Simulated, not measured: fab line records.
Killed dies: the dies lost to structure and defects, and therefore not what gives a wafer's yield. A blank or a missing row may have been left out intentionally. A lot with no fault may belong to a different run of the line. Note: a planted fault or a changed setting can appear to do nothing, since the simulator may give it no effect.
Which tool was responsible? + flow berkeley_cmos170 + 14 lots with 42 wafers sampled at 2 steps, on a route of 331 steps

## WHAT THE GAUGES SHOWED, per wafer
UCB170_NLDD_OVL_MEAS_07.
| lot  | measured     | on         | NLDD_OVL (nm) |
|------|--------------|------------|---------------|
| L817 | day 6 19:23  | overlay-01 | 0 -7 -7       |
| L816 | day 6 19:35  | overlay-02 | 5 -1 3        |
| L819 | day 7 18:21  | overlay-01 | -2 -1 3       |
| L818 | day 7 18:53  | overlay-01 | 0 1 0         |
| L824 | day 8 21:07  | overlay-01 | -12 -7 -4     |
| L823 | day 8 22:16  | overlay-02 | 261 265 258   |
| L826 | day 9 01:30  | overlay-01 | 261 271 264   |
| L827 | day 9 01:58  | overlay-02 | 258 258 259   |
| L828 | day 9 02:49  | overlay-02 | 1 -5 -6       |
| L830 | day 10 02:10 | overlay-01 | 4 -5 -2       |
| L833 | day 10 10:01 | overlay-02 | -7 -2 -1      |
| L831 | day 10 10:17 | overlay-01 | -6 -2 -6      |
| L835 | day 11 07:14 | overlay-01 | -2 1 -2       |
| L839 | day 11 14:44 | overlay-02 | -4 -5 -1      |

## WHAT TOOL EACH LOT RAN ON (gives the tool, then ch and the chambers of the sampled wafers, and finally the start)
| lot  | UCB170_NLDD_EXPOSE_03             |
|------|-----------------------------------|
| L817 | krf_scanner-01 ch 0, day 6 18:19  |
| L816 | krf_scanner-01 ch 0, day 6 18:43  |
| L819 | krf_scanner-01 ch 0, day 7 17:40  |
| L818 | krf_scanner-01 ch 0, day 7 18:05  |
| L824 | krf_scanner-02 ch 0, day 8 19:53  |
| L823 | krf_scanner-02 ch 0, day 8 21:26  |
| L826 | krf_scanner-02 ch 0, day 9 00:53  |
| L827 | krf_scanner-02 ch 0, day 9 01:16  |
| L828 | krf_scanner-01 ch 0, day 9 01:44  |
| L830 | krf_scanner-01 ch 0, day 10 01:30 |
| L833 | krf_scanner-01 ch 0, day 10 08:58 |
| L831 | krf_scanner-01 ch 0, day 10 09:20 |
| L835 | krf_scanner-01 ch 0, day 11 05:41 |
| L839 | krf_scanner-01 ch 0, day 11 13:47 |
- UCB170_NLDD_EXPOSE_03: exposes mask NSELECT, target cd 1200 nm.

## WHAT THE TOOLS THEMSELVES READ (means of the sampled wafers that have a number; where no wafer has one, the mark that the record gives instead)
The record holds no such reading with a usual standard deviation.

## THE ANSWER, worked out from the rows above alone
Rule: the usual values come from the lots themselves. The widest of any qualifying gaps counts: lots, ordered by their means at a reading, are off when they make up no more than a third of the lots, leave a main group of 4 or more, and stand apart from it by 3 or more times the standard deviation of that group's means. A main group is skipped when, at the precision printed for the reading in the tables above, its means are all equal. A lot without any number at a reading at which 4 lots or more have one is off too. Any other lot the step has rows for is counted as sound. The gauges are gone through in route order, then the tools' own readings, and for those a lot's mean is taken as printed above. At the first step where some lot is off, the reading lying furthest off is the one used; lots without a number count as furthest.
Off: L823, L826, L827, seen at UCB170_NLDD_OVL_MEAS_07 (NLDD_OVL). Mean -2 nm and standard deviation 2.7 in the main group.
A tool fits if, at a process step before that reading, it ran every lot that is off, and no sound lot after the first of them. Gauges at UCB170_NLDD_OVL_MEAS_07: tried the same way as those tools. One candidate fits, namely krf_scanner-02 at UCB170_NLDD_EXPOSE_03. A fault onset in the window from L824 (day 8 19:53, its last sound lot) to L823 (day 8 21:26, its first lot off) fits.

## WHAT THE SIMULATOR HAD PUT IN
Scanner matching overlay: krf_scanner-02, from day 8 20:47 on, at UCB170_NLDD_EXPOSE_03. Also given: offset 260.
Shown lots that were struck: L823, L826, L827. This agrees with what the rule above found.
